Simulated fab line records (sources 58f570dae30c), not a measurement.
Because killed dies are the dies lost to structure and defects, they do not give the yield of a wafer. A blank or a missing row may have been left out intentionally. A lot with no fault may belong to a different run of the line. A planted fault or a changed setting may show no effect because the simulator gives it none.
Which tool was responsible? + flow berkeleyCmos170 + Sampling: 7 lots, 21 wafers, 2 of 331 route steps

## WHAT EACH GAUGE READ, for each wafer
UCB170_PWELL_THK_MEAS_06.
| lot  | measured    | on           | PWELL_NITRIDE_THK (nm) |
|------|-------------|--------------|------------------------|
| L712 | day 3 07:39 | filmMetro-03 | 222.0 221.8 220.2      |
| L714 | day 3 16:21 | filmMetro-01 | 215.4 216.9 217.3      |
| L716 | day 4 04:57 | filmMetro-01 | 221.1 222.7 221.5      |
| L718 | day 4 11:40 | filmMetro-04 | 189.5 187.2 188.2      |
| L728 | day 6 19:29 | filmMetro-01 | 217.6 219.8 223.0      |
| L732 | day 7 10:29 | filmMetro-04 | 219.9 219.6 218.9      |
| L734 | day 7 22:56 | filmMetro-03 | 218.4 219.1 220.4      |

## TOOL THAT RAN EACH LOT (tool first, then ch and the chambers of the sampled wafers, then the start)
| lot  | UCB170_PWELL_CVD_05        |
|------|----------------------------|
| L712 | lpcvd-01 ch 1, day 3 05:44 |
| L714 | lpcvd-02 ch 1, day 3 14:26 |
| L716 | lpcvd-01 ch 0, day 4 03:02 |
| L718 | lpcvd-01 ch 0, day 4 09:44 |
| L728 | lpcvd-02 ch 0, day 6 17:34 |
| L732 | lpcvd-01 ch 1, day 7 08:31 |
| L734 | lpcvd-02 ch 1, day 7 21:01 |
- UCB170_PWELL_CVD_05: deposits Si3N4 from SiH2Cl2/NH3, target thk 220 nm, time 3300 s.

## THE ANSWER, worked out from the rows above alone
Rule: the usual values come from the lots themselves. Put in order of their means at a reading, lots are off if they are a third of the lots or fewer, leave a main group of 4 or more, and stand apart from it by a gap of 3 or more times the standard deviation of the main group's means; of several such gaps the widest counts. A main group is skipped when, at the precision printed for the reading in the tables above, its means are all equal. Also off: a lot with no number at a reading for which 4 or more lots have one. Where the step has rows for the other lots, those lots are counted as sound.
Off: L718, at UCB170_PWELL_THK_MEAS_06 (PWELL_NITRIDE_THK). Main group: mean 219.8 nm, sd 1.7.
A tool fits if, at a process step before that reading, it ran every lot that is off, and no sound lot after the first of them. Those tools and the gauges at UCB170_PWELL_THK_MEAS_06 are tried in the same way. None of those tried fits.

## WHAT THE SIMULATOR HAD INSERTED
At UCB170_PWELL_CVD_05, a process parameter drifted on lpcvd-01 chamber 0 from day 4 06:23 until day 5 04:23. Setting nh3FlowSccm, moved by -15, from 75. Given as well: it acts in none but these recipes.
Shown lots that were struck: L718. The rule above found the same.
